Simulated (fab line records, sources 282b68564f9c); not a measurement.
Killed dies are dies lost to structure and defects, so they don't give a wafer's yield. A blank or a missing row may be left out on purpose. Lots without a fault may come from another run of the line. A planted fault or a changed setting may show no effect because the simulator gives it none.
A struck lot beside a sound one | flow rit_cmos | 14 steps out of a route of 202
Sound: wafers L320.2, L320.4, L320.6. Struck: wafers L335.1, L335.3, L335.6. The cause comes at the end.
At each step with rows: each side's tool, then ch and its chambers, then its first start. Under that, the readings that differ: sound wafers | struck wafers | difference of the means | sigmas: that difference in standard deviations of wafers without a fault.
alike: readings whose means differ by less than 2 such deviations, and words and numbers that are the same on both sides. not compared: withheld readings, readings that some wafer has no value for, bounds like >300 that may hide the same value, and numbers for which the record gives no deviation and whose values overlap.
The two part at a step that has a row with sigmas, a row that says differs or no value, or rows on one side only. Numbers that don't overlap but have no deviation are shown without sigmas and don't part them. A reading that every wafer of one side lacks parts them only if that side has two wafers or more.

first, 4 steps without rows for these wafers: RIT_NRETRO_SOFTBAKE_02 (time 60 s); RIT_NRETRO_EXPOSE_03 (exposes mask M4, target cd 43900 nm); RIT_NRETRO_PEB_04; RIT_NRETRO_DEVELOP_05 (develop time 68 s).
RIT_NRETRO_OVL_MEAS_06:
  sound on overlay-01, day 2 18:47; struck on overlay-01, day 5 20:47
  alike: NRETRO_OVL
then, 2 steps without rows for these wafers: RIT_NRETRO_HARDBAKE_07 (time 120 s); RIT_NRETRO_IMPLANT_08.
RIT_NRETRO_STRIP_09: strips in O2, time 180 s.
  sound on plasma_asher-03 ch 0, day 2 19:13; struck on plasma_asher-02 ch 0,1, day 5 21:13
  alike: drypump_motor_current_A
  not compared: rf_hours_counter_h
RIT_NRETRO_TW_MEAS_10:
  sound on film_metro-03, day 2 19:23; struck on film_metro-04, day 5 21:23
  alike: NRETRO_TW
then, 3 steps without rows for these wafers: RIT_PRETRO_HMDS_00 (prime time 60 s); RIT_PRETRO_COAT_01 (resist thk 1300 nm); RIT_PRETRO_SOFTBAKE_02 (time 60 s).
RIT_PRETRO_EXPOSE_03: exposes mask M5, target cd 43700 nm.
  sound on iline_stepper-02 ch 0, day 2 19:55; struck on iline_stepper-02, day 5 21:54
  no value came back on the struck wafers for exposure_dose_mJ_cm2, focus_offset_nm (nm); on the sound wafers exposure_dose_mJ_cm2 reads 250.19 249.87 250.01
  alike: mask
then, 1 step without rows for these wafers: RIT_PRETRO_PEB_04.

WHERE THEY PART
Only at RIT_PRETRO_EXPOSE_03, within this record.

WHY: what the simulator had put in
Skipped step whole: iline_stepper-02, from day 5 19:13 on, at RIT_PRETRO_EXPOSE_03. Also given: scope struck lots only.
